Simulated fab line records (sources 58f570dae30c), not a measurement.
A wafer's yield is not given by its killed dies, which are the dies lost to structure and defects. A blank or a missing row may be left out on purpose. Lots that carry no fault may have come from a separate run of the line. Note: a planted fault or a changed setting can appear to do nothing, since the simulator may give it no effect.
Which of the tools did it? | flow berkeleyCmos170 | Sampling: 15 lots, 45 wafers, 6 of 331 route steps

WHAT EACH GAUGE READ, for each wafer
UCB170_NLDD_TW_MEAS_11.
lot  | measured     | on           | NLDD_TW
L322 | day 6 11:10  | filmMetro-04 | 2197 2202 2206
L323 | day 6 11:24  | filmMetro-01 | 2197 2217 2194
L324 | day 7 01:50  | filmMetro-02 | 2247 2256 2254
L325 | day 7 06:43  | filmMetro-02 | 2264 2259 2266
L327 | day 7 11:59  | filmMetro-02 | 2252 2269 2251
L328 | day 7 20:34  | filmMetro-01 | 2212 2199 2189
L330 | day 8 02:28  | filmMetro-02 | 2242 2243 2243
L337 | day 9 07:13  | filmMetro-04 | 2201 2188 2201
L339 | day 10 00:13 | filmMetro-01 | 2211 2199 2200
L338 | day 10 00:14 | filmMetro-02 | 2231 2233 2238
L340 | day 10 00:22 | filmMetro-01 | 2204 2212 2193
L341 | day 10 04:13 | filmMetro-02 | 2232 2211 2229
L343 | day 10 19:30 | filmMetro-01 | 2205 2202 2196
L344 | day 10 19:47 | filmMetro-02 | 2245 2238 2238
L345 | day 11 00:19 | filmMetro-02 | 2254 2239 2248

UCB170_M1_OVL_MEAS_10.
lot  | measured     | on         | M1_OVL (nm)
L322 | day 7 09:26  | overlay-01 | 6 5 0
L323 | day 7 09:07  | overlay-02 | 1 1 0
L324 | day 7 17:08  | overlay-01 | 0 6 1
L325 | day 7 21:49  | overlay-01 | 8 10 4
L327 | day 8 04:07  | overlay-01 | 8 4 2
L328 | day 8 15:29  | overlay-02 | 14 5 4
L330 | day 9 00:35  | overlay-01 | 6 5 5
L337 | day 10 01:18 | overlay-02 | 7 9 12
L339 | day 10 20:02 | overlay-02 | 4 -4 -1
L338 | day 10 19:39 | overlay-01 | 6 2 2
L340 | day 10 20:43 | overlay-01 | 10 8 12
L341 | day 10 22:36 | overlay-02 | 5 6 -3
L343 | day 11 15:01 | overlay-02 | -1 4 2
L344 | day 11 14:44 | overlay-02 | 10 8 4
L345 | day 11 18:04 | overlay-01 | 9 12 6

UCB170_M2_RS_MEAS_02: uses a four-point probe to measure.
lot  | measured     | on           | M2_AL_RS (ohm/sq)
L322 | day 7 16:50  | filmMetro-04 | 0.0324 0.0325 0.0332
L323 | day 7 16:32  | filmMetro-04 | 0.0322 0.0321 0.0323
L324 | day 8 00:43  | filmMetro-03 | 0.0328 0.0329 0.0325
L325 | day 8 06:20  | filmMetro-03 | 0.0321 0.0323 0.0327
L327 | day 8 12:35  | filmMetro-04 | 0.0162 0.0161 0.0160
L328 | day 9 01:18  | filmMetro-04 | 0.0160 0.0161 0.0159
L330 | day 9 08:46  | filmMetro-04 | 0.0324 0.0327 0.0324
L337 | day 10 06:58 | filmMetro-03 | 0.0327 0.0318 0.0326
L339 | day 11 04:53 | filmMetro-03 | 0.0330 0.0328 0.0328
L338 | day 11 04:59 | filmMetro-04 | 0.0162 0.0162 0.0161
L340 | day 11 05:05 | filmMetro-04 | 0.0326 0.0328 0.0327
L341 | day 11 06:19 | filmMetro-02 | 0.0323 0.0320 0.0320
L343 | day 11 22:05 | filmMetro-04 | 0.0324 0.0325 0.0326
L344 | day 11 21:45 | filmMetro-02 | 0.0325 0.0329 0.0330
L345 | day 12 02:23 | filmMetro-03 | 0.0331 0.0327 0.0330

UCB170_M2_THK_MEAS_03: measures by xrf.
lot  | measured     | on           | M2_AL_THK (nm)
L322 | day 7 16:57  | filmMetro-04 | 908 907 885
L323 | day 7 16:40  | filmMetro-04 | 918 920 915
L324 | day 8 00:50  | filmMetro-03 | 893 890 897
L325 | day 8 06:26  | filmMetro-03 | 913 901 890
L327 | day 8 12:41  | filmMetro-04 | 1823 1836 1839
L328 | day 9 01:24  | filmMetro-04 | 1808 1803 1829
L330 | day 9 08:52  | filmMetro-04 | 907 892 901
L337 | day 10 07:05 | filmMetro-03 | 887 919 894
L339 | day 11 05:00 | filmMetro-03 | 887 893 895
L338 | day 11 05:10 | filmMetro-04 | 1801 1794 1817
L340 | day 11 05:11 | filmMetro-04 | 897 896 901
L341 | day 11 06:25 | filmMetro-02 | 895 910 913
L343 | day 11 22:11 | filmMetro-04 | 904 904 904
L344 | day 11 21:52 | filmMetro-02 | 896 880 882
L345 | day 12 02:30 | filmMetro-03 | 883 892 883

WHAT TOOL EACH LOT RAN ON (gives the tool, then ch and the chambers of the sampled wafers, and finally the start)
lot  | UCB170_SPACER_ETCHBACK_03         | UCB170_M2_SPUTTER_01
L322 | rieDiel-03 ch 1,2, day 6 15:53    | pvdSputter-03, day 7 16:44
L323 | rieDiel-01 ch 0,1,3, day 6 15:53  | pvdSputter-02, day 7 16:28
L324 | rieDiel-04 ch 0,1,2, day 7 05:32  | pvdSputter-03, day 8 00:37
L325 | rieDiel-01 ch 0,1,3, day 7 09:32  | pvdSputter-03, day 8 06:14
L327 | rieDiel-01 ch 1,3, day 7 16:12    | pvdSputter-03, day 8 12:13
L328 | rieDiel-01 ch 2,3, day 8 01:50    | pvdSputter-03, day 9 00:56
L330 | rieDiel-04 ch 0,1, day 8 07:36    | pvdSputter-03, day 9 08:40
L337 | rieDiel-01 ch 0,2, day 9 11:28    | pvdSputter-04, day 10 06:53
L339 | rieDiel-03 ch 1,2, day 10 07:06   | pvdSputter-03, day 11 04:48
L338 | rieDiel-01 ch 1,2,3, day 10 07:06 | pvdSputter-03, day 11 04:37
L340 | rieDiel-04 ch 0,2,3, day 10 07:06 | pvdSputter-03, day 11 04:57
L341 | rieDiel-01 ch 1,2,3, day 10 07:10 | pvdSputter-04, day 11 06:11
L343 | rieDiel-03 ch 0,1,2, day 10 23:14 | pvdSputter-03, day 11 21:58
L344 | rieDiel-04 ch 0,2, day 10 23:14   | pvdSputter-04, day 11 21:40
L345 | rieDiel-01 ch 0,2, day 11 05:22   | pvdSputter-03, day 12 02:17
- UCB170_SPACER_ETCHBACK_03: etches SiO2 in CHF3/CF4/Ar, stops on Si, target depth 376 nm, time 100 s.
- UCB170_M2_SPUTTER_01: material Al, target thk 900 nm, time 120 s.

AS READ BY THE TOOLS THEMSELVES (means over the sampled wafers that have a number; for cases with no such wafer, the mark the record gives instead)
UCB170_SPACER_ETCHBACK_03.
lot  | tool       | cf4FlowSccm (sccm) | chamberPressureMTorr (mTorr) | drypumpMotorCurrentA (A) | mfcArSccm (sccm) | oesProductAu (a.u.) | throttleValvePct (%)
L322 | rieDiel-03 | 10.015             | 200.10                       | 5.5                      | 120.1            | 0.881               | 6.66
L323 | rieDiel-01 | 10.025             | 199.87                       | 6.1                      | 119.7            | 0.898               | 6.38
L324 | rieDiel-04 | 9.961              | 199.98                       | 6.0                      | 119.8            | 0.910               | 6.44
L325 | rieDiel-01 | 10.006             | 200.06                       | 6.0                      | 120.0            | 0.911               | 6.39
L327 | rieDiel-01 | 10.025             | 200.08                       | 6.1                      | 119.9            | 0.914               | 6.32
L328 | rieDiel-01 | 9.998              | 199.97                       | 6.0                      | 119.9            | 0.895               | 6.38
L330 | rieDiel-04 | 9.990              | 200.08                       | 6.3                      | 120.0            | 0.897               | 6.51
L337 | rieDiel-01 | 10.036             | 199.99                       | 5.3                      | 120.1            | 0.894               | 6.44
L339 | rieDiel-03 | 10.029             | 199.76                       | 5.8                      | 120.2            | 0.879               | 6.60
L338 | rieDiel-01 | 10.004             | 199.96                       | 5.6                      | 120.1            | 0.888               | 6.32
L340 | rieDiel-04 | 9.998              | 199.95                       | 6.1                      | 119.9            | 0.892               | 6.42
L341 | rieDiel-01 | 9.988              | 200.09                       | 5.6                      | 120.1            | 0.894               | 6.32
L343 | rieDiel-03 | 10.005             | 199.87                       | 5.5                      | 119.8            | 0.888               | 6.66
L344 | rieDiel-04 | 9.985              | 199.98                       | 6.2                      | 120.1            | 0.886               | 6.44
L345 | rieDiel-01 | 9.979              | 200.04                       | 5.3                      | 120.1            | 0.886               | 6.44

UCB170_M2_SPUTTER_01.
lot  | tool          | cathodeDcPowerW (W) | throttleValvePct (%)
L322 | pvdSputter-03 | 6000.1              | 29.2
L323 | pvdSputter-02 | 5999.4              | 30.6
L324 | pvdSputter-03 | 6000.2              | 29.4
L325 | pvdSputter-03 | 5999.2              | 29.1
L327 | pvdSputter-03 | 5999.4              | 28.7
L328 | pvdSputter-03 | 6000.2              | 29.2
L330 | pvdSputter-03 | 6000.9              | 28.8
L337 | pvdSputter-04 | 5999.5              | 31.2
L339 | pvdSputter-03 | 6000.4              | 28.6
L338 | pvdSputter-03 | 6000.3              | 28.6
L340 | pvdSputter-03 | 6000.0              | 28.8
L341 | pvdSputter-04 | 6000.4              | 31.2
L343 | pvdSputter-03 | 6000.0              | 29.0
L344 | pvdSputter-04 | 5999.4              | 31.4
L345 | pvdSputter-03 | 6000.6              | 28.6

THE ANSWER, worked out from the rows above alone
Rule: what is usual is taken from the lots themselves. Put in order of their means at a reading, lots are off if they are a third of the lots or fewer, leave a main group of 4 or more, and stand apart from it by a gap of 3 or more times the standard deviation of the main group's means; of several such gaps the widest counts. If all means in a main group match to the digits the tables above print for the reading, that group is not used. A lot without any number at a reading at which 4 lots or more have one is off too. All remaining lots with rows at the step are treated as sound. The gauges are gone through in route order, then the tools' own readings, and for those a lot's mean is taken as printed above. At the first step where some lot is off, the reading lying furthest off is the one used; lots without a number count as furthest.
Off: L327, L328, L338, at UCB170_M2_RS_MEAS_02 (M2_AL_RS). The main group has a mean of 0.0326 ohm/sq with a standard deviation of 0.00026.
A tool fits if, at a process step before that reading, it ran every lot that is off, and no sound lot after the first of them. Gauges at UCB170_M2_RS_MEAS_02: tried the same way as those tools. Not one of the candidates tried fits.

WHAT HAD BEEN PUT IN BY THE SIMULATOR
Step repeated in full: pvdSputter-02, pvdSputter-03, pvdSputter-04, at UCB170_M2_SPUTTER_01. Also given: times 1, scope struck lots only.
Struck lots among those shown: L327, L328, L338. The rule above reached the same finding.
